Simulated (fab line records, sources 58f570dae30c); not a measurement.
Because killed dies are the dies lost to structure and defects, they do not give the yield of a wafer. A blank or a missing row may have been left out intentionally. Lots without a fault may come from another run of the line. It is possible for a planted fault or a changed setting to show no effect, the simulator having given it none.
Problem report, 8D (eight disciplines) form, completed by code | flow berkeley_cmos170 | the parts of the form that need people (team, actions taken, sign-off) are left out

1. THE ISSUE
Wafers without a fault read 223.0 s, standard deviation 0.4; run_length_s at UCB170_M3_METAL_ETCH_18 reads a mean of 194.2 s on 3 wafers belonging to 3 lots. Measured from the usual mean, that is -72 standard deviations.
The step: etches Al in Cl2/BCl3, stops on SiO2, target depth 1170 nm, time 195 s.
Earliest sighting: wafer L588.2 on rie_metal-04 at day 11 05:56. At this step, 39 wafers from 15 lots have a number in the record. Rule for "out", or "out of limits": more than 4 standard deviations from the usual mean. Any other wafer with a number is counted as sound.

2. WHAT IT IS, WHAT IT ISN'T
question                    | is                           | is not
which readings at this step | run_length_s, oes_product_au | drypump_motor_current_A, throttle_valve_pct
which lots                  | L588, L592, L594             | L580, L584, L585, L586, L587, L589, L590, L593, L595, L596, L597, L602
which wafers of those lots  | all that have a number       | -
read on which tools         | rie_metal-04                 | rie_metal-01, rie_metal-03
when                        | from day 11 05:56            | up to then (21 sound wafers); but 15 sound wafers of L593, L595, L596, L597, L602 came after

3. SUSPECTS, AND WHAT RULES EACH OUT
Counting: any tool at a process step up to the reading is kept as a suspect provided that every lot that is out went through it and no sound lot did after the first of them.
- rie_metal-04 at UCB170_M3_METAL_ETCH_18 (etches Al in Cl2/BCl3, stops on SiO2, target depth 1170 nm, time 195 s): kept. It ran every lot that is out, first L588 (day 11 05:56), and no sound lot after that; its last sound lot up to then is L589 (day 11 05:13). Its own readings are out on those wafers: oes_product_au, run_length_s.
The count leaves rie_metal-04 at UCB170_M3_METAL_ETCH_18.

4. THE CAUSE (what the simulator had put in)
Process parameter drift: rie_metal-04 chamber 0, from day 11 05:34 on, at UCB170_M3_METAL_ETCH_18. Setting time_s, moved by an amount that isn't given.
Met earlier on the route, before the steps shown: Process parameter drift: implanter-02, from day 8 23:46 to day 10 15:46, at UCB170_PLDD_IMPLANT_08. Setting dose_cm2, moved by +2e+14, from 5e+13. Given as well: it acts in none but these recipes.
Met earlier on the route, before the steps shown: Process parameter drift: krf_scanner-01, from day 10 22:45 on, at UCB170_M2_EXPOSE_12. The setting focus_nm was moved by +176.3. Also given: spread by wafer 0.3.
This tool alone remained once counting was done.

5. THE EFFECT CHAIN, in route order
Each row: a reading where the mean over the struck wafers with a number is more than 3 standard deviations away from the usual. Readings are gone through only where the record gives a usual standard deviation; hours: the median, over the lots, of the time from a lot's start at the first step in this table giving one to that lot's start at this step; sigmas: the change measured in usual standard deviations.
hours | step                    | reading        | usual      | on struck wafers | change | sigmas
0     | UCB170_M3_METAL_ETCH_18 | oes_product_au | 0.860 a.u. | 0.995            | +0.135 | +12
0     | UCB170_M3_METAL_ETCH_18 | run_length_s   | 223.0 s    | 194.2            | -28.8  | -72
0     | UCB170_M3_STRIP_19      | oes_product_au | 0.544 a.u. | 0.645            | +0.101 | +5.9
Here are the process steps it includes:
- UCB170_M3_METAL_ETCH_18: etches Al in Cl2/BCl3, stops on SiO2, target depth 1170 nm, time 195 s.
- UCB170_M3_STRIP_19: strips in O2.

6. WHAT WOULD HAVE CAUGHT IT SOONER
0 hours passed between the start of the fault at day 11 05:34 and the first reading out of limits in this record, taken at day 11 05:56.
